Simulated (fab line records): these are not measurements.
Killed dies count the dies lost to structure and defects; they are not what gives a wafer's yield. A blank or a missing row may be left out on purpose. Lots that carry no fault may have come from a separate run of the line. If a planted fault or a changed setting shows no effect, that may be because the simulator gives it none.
A lot that was struck, set against a sound lot -- flow rit_cmos -- 19 steps out of a route of 202
Sound: these wafers, L575.1, L575.3, L575.5. Struck: wafers L576.1, L576.4, L576.6. At the end, the cause is stated.
Each step with rows lists, per side, the tool, then ch with its chambers, then its first start. Under that, the readings that differ: sound wafers -- struck wafers -- difference of the means -- sigmas: that difference in standard deviations of wafers without a fault.
alike: readings with means less than 2 such deviations apart, plus words and numbers identical on both sides. not compared: withheld readings, readings lacking a value on some wafer, bounds such as >300 that could conceal the same value, and numbers that have no deviation in the record and whose values overlap.
A row with sigmas, a row that says differs or no value, or rows on one side alone: a step with any of these is where the two part. Numbers that don't overlap but have no deviation are shown without sigmas and don't part them. A reading missing from all wafers of one side parts the sides only when that side holds two or more wafers.

first, 1 step without rows for these wafers: RIT_GATE_CLEAN_04 (cleans in dHF, time 60 s).
RIT_FOX2_THK_MEAS_91:
  struck on film_metro-01, day 5 09:11; sound on film_metro-04, day 5 04:38
  alike: FIELD_OXIDE_LEFT_2_THK
then, 2 steps without rows for these wafers: RIT_GATE_OXIDATION_05 (target thk 3 nm, ox time 270 s); RIT_GATE_ANNEAL_06 (time 600 s).
RIT_GATE_THK_MEAS_07:
  struck on film_metro-01, day 5 13:19; sound on film_metro-01, day 5 09:32
  alike: GATE_OXIDE_THK
then, 1 step without rows for these wafers: RIT_GATE_CVD_08 (deposits poly-Si from SiH4, target thk 250 nm, time 2220 s).
RIT_GATE_THK_MEAS_09:
  struck on film_metro-04, day 5 16:10; sound on film_metro-02, day 5 11:13
  alike: GATE_POLY_THK
then, 5 steps without rows for these wafers: RIT_GATE_HMDS_10 (prime time 60 s); RIT_GATE_COAT_11 (resist thk 850 nm); RIT_GATE_SOFTBAKE_12 (time 60 s); RIT_GATE_EXPOSE_13 (exposes mask M6, target cd 150 nm); RIT_GATE_PEB_14.
RIT_GATE_DEVELOP_15: develop time 50 s.
  sound on litho_track-03 ch 0, day 5 12:00; struck on litho_track-04 ch 0, day 5 17:00
RIT_GATE_CD_MEAS_16: the cd target is 150 nm.
  struck on cd_sem-02, day 5 17:32; sound on cd_sem-02, day 5 12:15
  alike: cd_nm
RIT_GATE_OVL_MEAS_17:
  struck on overlay-02, day 5 17:39; sound on overlay-02, day 5 12:22
  alike: GATE_OVL
then, 1 step without rows for these wafers: RIT_GATE_HARDBAKE_18 (time 60 s).
RIT_GATE_ETCH_19: etches poly-Si in SF6/CHF3/O2, stops on SiO2, time 165 s, target depth 312.5 nm.
  sound on rie_si-02 ch 1,2,3, day 5 12:34; struck on rie_si-01 ch 0,3, day 5 17:50
  alike: O2_flow_sccm, SF6_flow_sccm, chamber_pressure_mTorr, drypump_motor_current_A, oes_product_au, throttle_valve_pct
  not compared: rf_hours_counter_h, model.GATE.cd_nm
RIT_GATE_STRIP_20: strips in O2, time 180 s.
  sound on plasma_asher-03 ch 0,1, day 5 12:40; struck on plasma_asher-01 ch 0,1, day 5 17:57
  alike: chamber_pressure_mTorr, drypump_motor_current_A
  not compared: rf_hours_counter_h
RIT_M1_PROBE_99:
  struck on prober-02, day 6 14:26; sound on prober-01, day 6 10:02
  alike: killed_at_contacts, killed_at_front_end, killed_dies, killed_open, killed_short
  not compared: model.etest.pmos_0p15.r_on_ohm_um, model.etest.nmos_0p15.drive_ua_um, model.etest.pmos_0p15.drive_ua_um, model.etest.npoly_line.line_ohm_um, model.etest.ppoly_line.line_ohm_um, model.etest.npoly_line.width_nm, model.etest.ppoly_line.width_nm, model.etest.ring.delay_ps

== WHERE THEY PART ==
Nowhere in this record.

WHY: what the simulator had put in
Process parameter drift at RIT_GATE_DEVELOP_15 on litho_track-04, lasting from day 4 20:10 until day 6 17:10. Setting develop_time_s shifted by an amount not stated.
